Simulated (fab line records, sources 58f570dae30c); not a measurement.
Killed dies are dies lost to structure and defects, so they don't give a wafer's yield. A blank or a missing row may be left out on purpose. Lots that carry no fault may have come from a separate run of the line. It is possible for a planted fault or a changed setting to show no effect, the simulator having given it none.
Which tool was responsible? / flow berkeleyCmos170 / Sampling: 15 lots, 45 wafers, 5 of 331 route steps

## WHAT EACH GAUGE READ, for each wafer
UCB170_NVT_TW_MEAS_09.
lot=L514; measured=day 5 22:23; on=filmMetro-02; NVT_TW=523 522 518
lot=L513; measured=day 5 22:38; on=filmMetro-03; NVT_TW=531 528 529
lot=L517; measured=day 6 04:07; on=filmMetro-03; NVT_TW=530 529 527
lot=L515; measured=day 6 04:25; on=filmMetro-02; NVT_TW=522 524 525
lot=L516; measured=day 6 04:25; on=filmMetro-03; NVT_TW=529 528 527
lot=L523; measured=day 7 22:11; on=filmMetro-04; NVT_TW=528 527 529
lot=L527; measured=day 8 14:55; on=filmMetro-03; NVT_TW=532 532 530
lot=L525; measured=day 8 15:13; on=filmMetro-04; NVT_TW=528 529 531
lot=L530; measured=day 9 02:49; on=filmMetro-02; NVT_TW=524 523 523
lot=L531; measured=day 9 12:13; on=filmMetro-04; NVT_TW=526 528 527
lot=L533; measured=day 9 12:20; on=filmMetro-02; NVT_TW=524 523 523
lot=L532; measured=day 9 12:34; on=filmMetro-04; NVT_TW=525 528 525
lot=L534; measured=day 9 22:50; on=filmMetro-03; NVT_TW=531 534 530
lot=L535; measured=day 9 22:58; on=filmMetro-03; NVT_TW=528 528 528
lot=L536; measured=day 10 05:44; on=filmMetro-03; NVT_TW=530 530 530

UCB170_PLDD_TW_MEAS_11.
lot=L514; measured=day 6 18:47; on=filmMetro-02; PLDD_TW=998 1000 1004
lot=L513; measured=day 6 19:10; on=filmMetro-01; PLDD_TW=1016 1014 1012
lot=L517; measured=day 6 19:07; on=filmMetro-04; PLDD_TW=1021 1013 1020
lot=L515; measured=day 6 19:52; on=filmMetro-04; PLDD_TW=1012 1023 1019
lot=L516; measured=day 6 19:59; on=filmMetro-02; PLDD_TW=1006 1004 1004
lot=L523; measured=day 8 17:16; on=filmMetro-02; PLDD_TW=1010 1004 1009
lot=L527; measured=day 9 07:13; on=filmMetro-02; PLDD_TW=1011 1012 1012
lot=L525; measured=day 9 07:28; on=filmMetro-04; PLDD_TW=1020 1017 1011
lot=L530; measured=day 9 21:17; on=filmMetro-01; PLDD_TW=1014 1012 1016
lot=L531; measured=day 10 04:08; on=filmMetro-02; PLDD_TW=1011 1009 1006
lot=L533; measured=day 10 04:20; on=filmMetro-02; PLDD_TW=1010 1007 1007
lot=L532; measured=day 10 03:59; on=filmMetro-01; PLDD_TW=1011 1010 1009
lot=L534; measured=day 10 19:21; on=filmMetro-01; PLDD_TW=1013 1013 1013
lot=L535; measured=day 10 19:44; on=filmMetro-02; PLDD_TW=1010 1009 1011
lot=L536; measured=day 10 21:22; on=filmMetro-04; PLDD_TW=1014 1014 1012

UCB170_NLDD_CD_MEAS_06: the cd target is 1200 nm.
lot=L514; measured=day 6 20:08; on=cdSem-02; cdNm (nm)=1202.4 1203.4 1202.8
lot=L513; measured=day 6 20:27; on=cdSem-02; cdNm (nm)=1199.4 1198.0 1199.6
lot=L517; measured=day 6 20:19; on=cdSem-01; cdNm (nm)=1199.2 1199.5 1201.0
lot=L515; measured=day 6 21:11; on=cdSem-01; cdNm (nm)=1203.2 1200.5 1201.3
lot=L516; measured=day 6 21:17; on=cdSem-02; cdNm (nm)=1201.7 1200.3 1200.4
lot=L523; measured=day 8 18:33; on=cdSem-01; cdNm (nm)=- - -
lot=L527; measured=day 9 08:38; on=cdSem-02; cdNm (nm)=- - -
lot=L525; measured=day 9 09:19; on=cdSem-02; cdNm (nm)=- - -
lot=L530; measured=day 9 22:58; on=cdSem-02; cdNm (nm)=1198.7 1198.4 1198.2
lot=L531; measured=day 10 06:13; on=cdSem-01; cdNm (nm)=1198.4 1199.0 1199.6
lot=L533; measured=day 10 06:44; on=cdSem-02; cdNm (nm)=1201.4 1201.0 1201.2
lot=L532; measured=day 10 05:16; on=cdSem-01; cdNm (nm)=1201.1 1200.4 1201.5
lot=L534; measured=day 10 20:46; on=cdSem-02; cdNm (nm)=1200.9 1200.6 1202.4
lot=L535; measured=day 10 21:20; on=cdSem-01; cdNm (nm)=1198.9 1199.6 1200.9
lot=L536; measured=day 10 23:02; on=cdSem-02; cdNm (nm)=1199.9 1199.1 1199.0

## EACH LOT AND THE TOOL THAT RAN IT (in order: tool; ch and the chambers of the sampled wafers; start)
lot=L514; UCB170_PVT_STRIP_08=plasmaAsher-01 ch 0,1, day 6 01:20; UCB170_NLDD_COAT_01=lithoTrack-03 ch 0, day 6 19:18
lot=L513; UCB170_PVT_STRIP_08=plasmaAsher-02 ch 0,1, day 6 01:35; UCB170_NLDD_COAT_01=lithoTrack-01 ch 0, day 6 19:46
lot=L517; UCB170_PVT_STRIP_08=plasmaAsher-02 ch 0,1, day 6 06:07; UCB170_NLDD_COAT_01=lithoTrack-02 ch 0, day 6 19:34
lot=L515; UCB170_PVT_STRIP_08=plasmaAsher-01 ch 0,1, day 6 06:24; UCB170_NLDD_COAT_01=lithoTrack-03 ch 0, day 6 20:16
lot=L516; UCB170_PVT_STRIP_08=plasmaAsher-02 ch 0,1, day 6 06:34; UCB170_NLDD_COAT_01=lithoTrack-01 ch 0, day 6 20:29
lot=L523; UCB170_PVT_STRIP_08=plasmaAsher-04 ch 0,1, day 7 23:46; UCB170_NLDD_COAT_01=lithoTrack-03, day 8 17:44
lot=L527; UCB170_PVT_STRIP_08=plasmaAsher-01 ch 0,1, day 8 17:07; UCB170_NLDD_COAT_01=lithoTrack-01, day 9 07:38
lot=L525; UCB170_PVT_STRIP_08=plasmaAsher-04 ch 0,1, day 8 17:40; UCB170_NLDD_COAT_01=lithoTrack-03, day 9 08:11
lot=L530; UCB170_PVT_STRIP_08=plasmaAsher-04 ch 0,1, day 9 04:29; UCB170_NLDD_COAT_01=lithoTrack-01 ch 0, day 9 22:08
lot=L531; UCB170_PVT_STRIP_08=plasmaAsher-04 ch 0, day 9 13:36; UCB170_NLDD_COAT_01=lithoTrack-02 ch 0, day 10 04:38
lot=L533; UCB170_PVT_STRIP_08=plasmaAsher-02 ch 0,1, day 9 13:45; UCB170_NLDD_COAT_01=lithoTrack-01 ch 0, day 10 05:16
lot=L532; UCB170_PVT_STRIP_08=plasmaAsher-04 ch 0,1, day 9 14:05; UCB170_NLDD_COAT_01=lithoTrack-03 ch 0, day 10 04:25
lot=L534; UCB170_PVT_STRIP_08=plasmaAsher-04 ch 0,1, day 10 03:30; UCB170_NLDD_COAT_01=lithoTrack-03 ch 0, day 10 19:45
lot=L535; UCB170_PVT_STRIP_08=plasmaAsher-01 ch 0,1, day 10 04:02; UCB170_NLDD_COAT_01=lithoTrack-03 ch 0, day 10 20:14
lot=L536; UCB170_PVT_STRIP_08=plasmaAsher-01 ch 0,1, day 10 08:05; UCB170_NLDD_COAT_01=lithoTrack-02 ch 0, day 10 22:11
- UCB170_PVT_STRIP_08: strips in O2.
- UCB170_NLDD_COAT_01: resist thk 900 nm.

## WHAT THE TOOLS THEMSELVES READ (means of the sampled wafers that have a number; where no wafer has one, the mark that the record gives instead)
UCB170_PVT_STRIP_08.
lot=L514; tool=plasmaAsher-01; drypumpMotorCurrentA (A)=5.3; oesProductAu (a.u.)=0.734; stripTimeToEndpointS (s)=21.86
lot=L513; tool=plasmaAsher-02; drypumpMotorCurrentA (A)=5.5; oesProductAu (a.u.)=0.732; stripTimeToEndpointS (s)=21.85
lot=L517; tool=plasmaAsher-02; drypumpMotorCurrentA (A)=5.2; oesProductAu (a.u.)=0.734; stripTimeToEndpointS (s)=21.89
lot=L515; tool=plasmaAsher-01; drypumpMotorCurrentA (A)=5.3; oesProductAu (a.u.)=0.728; stripTimeToEndpointS (s)=21.86
lot=L516; tool=plasmaAsher-02; drypumpMotorCurrentA (A)=5.2; oesProductAu (a.u.)=0.735; stripTimeToEndpointS (s)=21.87
lot=L523; tool=plasmaAsher-04; drypumpMotorCurrentA (A)=6.3; oesProductAu (a.u.)=0.737; stripTimeToEndpointS (s)=21.86
lot=L527; tool=plasmaAsher-01; drypumpMotorCurrentA (A)=5.3; oesProductAu (a.u.)=0.738; stripTimeToEndpointS (s)=21.83
lot=L525; tool=plasmaAsher-04; drypumpMotorCurrentA (A)=6.2; oesProductAu (a.u.)=0.738; stripTimeToEndpointS (s)=21.86
lot=L530; tool=plasmaAsher-04; drypumpMotorCurrentA (A)=6.2; oesProductAu (a.u.)=0.736; stripTimeToEndpointS (s)=21.82
lot=L531; tool=plasmaAsher-04; drypumpMotorCurrentA (A)=6.4; oesProductAu (a.u.)=0.733; stripTimeToEndpointS (s)=21.81
lot=L533; tool=plasmaAsher-02; drypumpMotorCurrentA (A)=5.5; oesProductAu (a.u.)=0.732; stripTimeToEndpointS (s)=21.84
lot=L532; tool=plasmaAsher-04; drypumpMotorCurrentA (A)=6.3; oesProductAu (a.u.)=0.737; stripTimeToEndpointS (s)=21.86
lot=L534; tool=plasmaAsher-04; drypumpMotorCurrentA (A)=6.2; oesProductAu (a.u.)=0.735; stripTimeToEndpointS (s)=21.74
lot=L535; tool=plasmaAsher-01; drypumpMotorCurrentA (A)=5.3; oesProductAu (a.u.)=0.734; stripTimeToEndpointS (s)=21.92
lot=L536; tool=plasmaAsher-01; drypumpMotorCurrentA (A)=5.4; oesProductAu (a.u.)=0.736; stripTimeToEndpointS (s)=21.90

UCB170_NLDD_COAT_01.
lot=L514; tool=lithoTrack-03; chillPlateTempC (C)=23.00; dispensePressureKPa (kPa)=51.5
lot=L513; tool=lithoTrack-01; chillPlateTempC (C)=23.13; dispensePressureKPa (kPa)=49.8
lot=L517; tool=lithoTrack-02; chillPlateTempC (C)=22.93; dispensePressureKPa (kPa)=52.7
lot=L515; tool=lithoTrack-03; chillPlateTempC (C)=23.05; dispensePressureKPa (kPa)=51.5
lot=L516; tool=lithoTrack-01; chillPlateTempC (C)=22.97; dispensePressureKPa (kPa)=49.8
lot=L523; tool=lithoTrack-03; chillPlateTempC (C)=-; dispensePressureKPa (kPa)=-
lot=L527; tool=lithoTrack-01; chillPlateTempC (C)=-; dispensePressureKPa (kPa)=-
lot=L525; tool=lithoTrack-03; chillPlateTempC (C)=-; dispensePressureKPa (kPa)=-
lot=L530; tool=lithoTrack-01; chillPlateTempC (C)=23.14; dispensePressureKPa (kPa)=50.0
lot=L531; tool=lithoTrack-02; chillPlateTempC (C)=22.90; dispensePressureKPa (kPa)=52.7
lot=L533; tool=lithoTrack-01; chillPlateTempC (C)=22.93; dispensePressureKPa (kPa)=49.9
lot=L532; tool=lithoTrack-03; chillPlateTempC (C)=23.02; dispensePressureKPa (kPa)=51.6
lot=L534; tool=lithoTrack-03; chillPlateTempC (C)=23.03; dispensePressureKPa (kPa)=51.6
lot=L535; tool=lithoTrack-03; chillPlateTempC (C)=22.91; dispensePressureKPa (kPa)=51.5
lot=L536; tool=lithoTrack-02; chillPlateTempC (C)=23.08; dispensePressureKPa (kPa)=52.7

## THE ANSWER, worked out from the rows above alone
Rule: the lots themselves supply what counts as usual. Put in order of their means at a reading, lots are off if they are a third of the lots or fewer, leave a main group of 4 or more, and stand apart from it by a gap of 3 or more times the standard deviation of the main group's means; of several such gaps the widest counts. Not used: any main group whose means are identical at the precision the tables above print for the reading. Also off: a lot with no number at a reading for which 4 or more lots have one. The other lots that the step has rows for count as sound. Order of review: gauges by route order, followed by the tools' own readings, for which a lot's mean as printed above is used. The first step at which some lot is off is used, and at that step the reading that is off furthest; a lot without a number counts as furthest.
Off, at UCB170_NLDD_CD_MEAS_06 on cdNm: L523, L527, L525. Without a number there: L523, L527, L525. For the main group the mean is 1200.4 nm and the standard deviation 1.3.
A tool fits if, at a process step before that reading, it ran every lot that is off, and no sound lot after the first of them. The gauges at UCB170_NLDD_CD_MEAS_06 aren't tried: what is off there is off at UCB170_NLDD_COAT_01 too, on other tools, and a gauge's error can't cause that. Not one of the candidates tried fits.

## WHAT HAD BEEN PUT IN BY THE SIMULATOR
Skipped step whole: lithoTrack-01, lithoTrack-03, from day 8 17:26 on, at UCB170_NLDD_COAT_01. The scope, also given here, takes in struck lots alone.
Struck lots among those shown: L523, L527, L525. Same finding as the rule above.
